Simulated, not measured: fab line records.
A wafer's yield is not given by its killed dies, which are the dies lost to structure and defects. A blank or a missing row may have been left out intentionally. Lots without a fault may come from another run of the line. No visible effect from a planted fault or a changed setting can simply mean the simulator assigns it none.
Split-lot trial	flow berkeley-cmos170	19 wafers read from 5 lots, route of 331 steps

## ABOUT THE SPLIT
At UCB170_M1_COAT_04 (resist thk 900 nm), the setting spin-rpm was moved away from the recipe's 1500 rpm on 8 of the 19 wafers read, by -7.4% to +4.5%. The other wafers ran this setting at the recipe's value.

The reading is taken at the split's own step.

## THE READING
KrF_of_M1_COAT_04.thk-nm (the simulator's own value, which no gauge read), in nm, at UCB170_M1_COAT_04 (resist thk 900 nm). There is no usual value for it anywhere in the file. The 11 wafers here that ran the recipe average 900.5 nm, standard deviation 1.3 nm.

wafer	tool, chamber at the split	spin-rpm as run, rpm	against the recipe	KrF_of_M1_COAT_04.thk-nm, nm	against lot-mates on the recipe
L076.1	litho-track-03, 0	1500	recipe	901.1	-
L076.2	litho-track-03, 0	1402	-6.5%	934.2	+33.3
L076.4	litho-track-03, 0	1500	recipe	900.7	-
L076.5	litho-track-03, 0	1500	recipe	900.9	-
L076.6	litho-track-03, 0	1402	-6.5%	932.3	+31.4
L078.1	litho-track-03, 0	1500	recipe	901.7	-
L078.3	litho-track-03, 0	1567	+4.5%	882.6	-19.1
L078.6	litho-track-03, 0	1567	+4.5%	883.7	-18.0
L079.1	litho-track-01, 0	1500	recipe	899.9	-
L079.4	litho-track-01, 0	1500	recipe	900.2	-
L079.6	litho-track-01, 0	1500	recipe	898.8	-
L082.2	litho-track-01, 0	1500	recipe	897.8	-
L082.3	litho-track-01, 0	1500	recipe	901.7	-
L082.4	litho-track-01, 0	1500	recipe	902.3	-
L082.5	litho-track-01, 0	1389	-7.4%	933.7	+33.1
L082.6	litho-track-01, 0	1389	-7.4%	936.4	+35.8
L084.1	litho-track-03, 0	1449	-3.4%	918	+17.6
L084.2	litho-track-03, 0	1500	recipe	900.4	-
L084.3	litho-track-03, 0	1449	-3.4%	917.5	+17.1

FIT RESULTS
A straight line over all 19 wafers: KrF_of_M1_COAT_04.thk-nm changes by -4.62 nm for each +1% of spin-rpm; r = -0.99; the points scatter about the line by 1.7 nm.
The same after taking each lot's own level away (the mean of its wafers on the recipe; 19 wafers): -4.66 nm for each +1%; r = -1.00; scatter 1.4 nm.
On that fit, the largest move of spin-rpm shifts the reading by 34 nm.
The span of the lots' own levels, 899.63 to 901.70 nm, comes to 1.6 times the standard deviation stated above.
The two slopes are in agreement: the lot-to-lot level therefore moves the slope only a little.
Check: with one of the wafers moved furthest among these (-7.4%) left out of the fit, the line predicts +35.6 nm for it against its lot-mates. It came out at +33.1 nm against them.

## OTHER SPLITS ON THESE WAFERS
Before the reading, these wafers also passed through other splits. Each is held against what the fit with the lots' levels taken away leaves over:
other split on the same wafers	wafers away from the commonest value	r with KrF_of_M1_COAT_04.thk-nm (lot level and that fit taken away)
UCB170_M1_SPUTTER_00 time-s	3	-0.17

## THE FILE'S OWN FIT
KrF_of_M1_COAT_04.thk-nm changes by -4.74 nm for each +1% of spin-rpm, r = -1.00.
